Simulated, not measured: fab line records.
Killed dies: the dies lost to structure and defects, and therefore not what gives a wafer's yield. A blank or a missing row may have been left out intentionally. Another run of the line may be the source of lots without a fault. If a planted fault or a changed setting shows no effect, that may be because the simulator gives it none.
fab line records | flow rit_cmos
[record] lots = 6 | wafers = 18 | last_day = 7
route steps=202 shown ACTIVE@1
lots with no fault: from the same line, run without faults
start_h: hours from the record's first day to the start of the lot's first wafer shown | wait_h: time in hours since the lot's previous step | " unchanged from the row above | L1.1+2: a row that stands for several wafers | - no value, or no start was given | * or withheld: withheld | < > ~ a bound
route shown NAME@n: names a module that has steps shown in the file, with the first one's number in the route | usual: the fault-free wafers' mean and standard deviation | same: alike in all rows | chamber/n: place in a boat | sites: per-site readings | _std_site: the values' standard deviation | _edge_site: outer sites' mean less inner sites' | radius_mm: for every site, how far away it sits from the centre of the wafer | mask NAME#n: copy n | behind: the last tool/chamber to shape the wafer | hold: cause of the lot's hold/its duration in hours/its outcome | device: transistor that didn't switch, given as n, p or np | end of line: the same wafers' tests at the end of the route | where a step has no rows: the recipe by itself | killed: the dies lost at the first sort to structure and to defects; this is not the yield of the wafer | map: a wafer's dies, marking killed ones x, the rest . and places with no die _
set.NAME: the setting the step ran with; set.NAME@STEP: the setting that earlier step ran with | model.NAME: the simulator's own value behind a step, which no gauge read
lots at selected steps of the route; one table per step, one row per wafer
services: the hour from which a tool's chamber was out of use, counted from the record's first day as start_h (under 0 if before that day), plus the number of hours and why
[[steps]]
[step RIT_ACTIVE_BOW_MEAS_00]
[recipe] mode = bow
[usual] INCOMING_BOW = 1/6.3
lot.wafer | tool          | chamber | start_h | wait_h | INCOMING_BOW[um]
L920.1    | film_metro-03 | -       | 35.00   | -      | 1
L920.3    | "             | -       | "       | "      | -1
L920.4    | "             | -       | "       | "      | -3
L927.2    | film_metro-03 | -       | 70.02   | -      | -4
L927.4    | "             | -       | "       | "      | 13
L927.6    | "             | -       | "       | "      | 2
L928.1    | film_metro-03 | -       | 75.00   | -      | 8
L928.2    | "             | -       | "       | "      | -1
L928.6    | "             | -       | "       | "      | -3
L930.2    | film_metro-03 | -       | 85.02   | -      | 11
L930.3    | "             | -       | "       | "      | 5
L930.4    | "             | -       | "       | "      | 12
L932.3    | film_metro-03 | -       | 95.04   | -      | 0
L932.4    | "             | -       | "       | "      | -8
L932.5    | "             | -       | "       | "      | 3
L937.2    | film_metro-02 | -       | 120.02  | -      | -1
L937.5    | "             | -       | "       | "      | -2
L937.6    | "             | -       | "       | "      | -4
[step RIT_ACTIVE_OXIDATION_01]
[recipe] temp_c = 1000 | ambient = O2 | target_thk_a = 468 | ox_time_s = 3360
[usual] ox_temp_c = 1000.0/0.49 | ox_temp_c_max = 1005.3/1.1 | ox_time_s = 3360/0 | tube_center_temp_C_max = 1002.5/0.45
lot.wafer | tool       | chamber | start_h | wait_h | ox_temp_c | ox_temp_c_max | ox_time_s | tube_center_temp_C_max
L920.1    | furnace-01 | 0       | 36.28   | 1.3    | 1000.6    | 1007.6        | 3360      | 1002.4
L920.3    | "          | 0       | "       | "      | 1000.4    | 1006.1        | 3360      | 1002.3
L920.4    | "          | 0       | "       | "      | 1000.3    | 1008.6        | 3360      | 1001.9
L927.2    | furnace-04 | -       | 70.20   | 0.2    | -         | -             | -         | -
L927.4    | "          | -       | "       | "      | -         | -             | -         | -
L927.6    | "          | -       | "       | "      | -         | -             | -         | -
L928.1    | furnace-01 | -       | 75.12   | 0.1    | -         | -             | -         | -
L928.2    | "          | -       | "       | "      | -         | -             | -         | -
L928.6    | "          | -       | "       | "      | -         | -             | -         | -
L930.2    | furnace-04 | 0       | 85.12   | 0.1    | 999.8     | 1004.6        | 3360      | 1002.8
L930.3    | "          | 0       | "       | "      | 999.4     | 1003.9        | 3360      | 1002.2
L930.4    | "          | 0       | "       | "      | 999.8     | 1004.5        | 3360      | 1001.9
L932.3    | furnace-04 | 0       | 95.12   | 0.1    | 999.6     | 1003.8        | 3360      | 1002.9
L932.4    | "          | 0       | "       | "      | 1000.0    | 1004.4        | 3360      | 1003.2
L932.5    | "          | 0       | "       | "      | 999.5     | 1003.8        | 3360      | 1002.2
L937.2    | furnace-03 | 0       | 120.12  | 0.1    | 1000.9    | 1005.2        | 3360      | 1002.0
L937.5    | "          | 0       | "       | "      | 1001.3    | 1006.9        | 3360      | 1002.1
L937.6    | "          | 0       | "       | "      | 999.6     | 1003.6        | 3360      | 1002.5
[step RIT_ACTIVE_CVD_03]
[recipe] material = Si3N4 | target_thk_nm = 150 | temp_c = 810 | precursor = SiH2Cl2/NH3 | time_s = 1500 | pressure_mtorr = 300 | sih2cl2_flow_sccm = 60 | nh3_flow_sccm = 150
[[services]]
tool       | chamber | start_h | hours | kind
furnace-04 | -       | 20.23   | 3.5   | pm
furnace-04 | -       | 27.67   | 14.6  | repair
furnace-03 | -       | 34.33   | 3.5   | pm
furnace-04 | -       | 42.24   | 1.9   | pm
[[key]]
[first_sign] step = RIT_ACTIVE_OXIDATION_01 | reading = tool_record | direction = missing
effect none on later readings
met_at RIT_ACTIVE_OXIDATION_01
struck_wafers L927.2,L927.4,L927.6,L928.1,L928.2,L928.6
later_rows_left_out L927.2,L927.4,L927.6,L928.1,L928.2,L928.6
sort_left_out L927.2,L927.4,L927.6,L928.1,L928.2,L928.6
tester_left_out L927,L928
onset_between 36.28 70.20
[fault] kind = skipped_step_whole | tool = furnace-01,furnace-04 | chamber = - | onset_h = 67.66 | steps = RIT_ACTIVE_OXIDATION_01 | scope = struck_lots_only
// tester_left_out: of these lots the tester's yield and bins aren't shown, on N5 and GAA mostly nor the transistor test; their killed dies are dies lost to structure and defects alone, not to doping, threshold or leakage, so they don't give the yield
// sort_left_out: the simulated sort isn't trusted on such a fault, so these wafers' sort isn't shown, and their yield isn't known
// later_rows_left_out: the simulator's readings of these wafers behind a module that went badly wrong aren't trusted and aren't shown, but for the sort
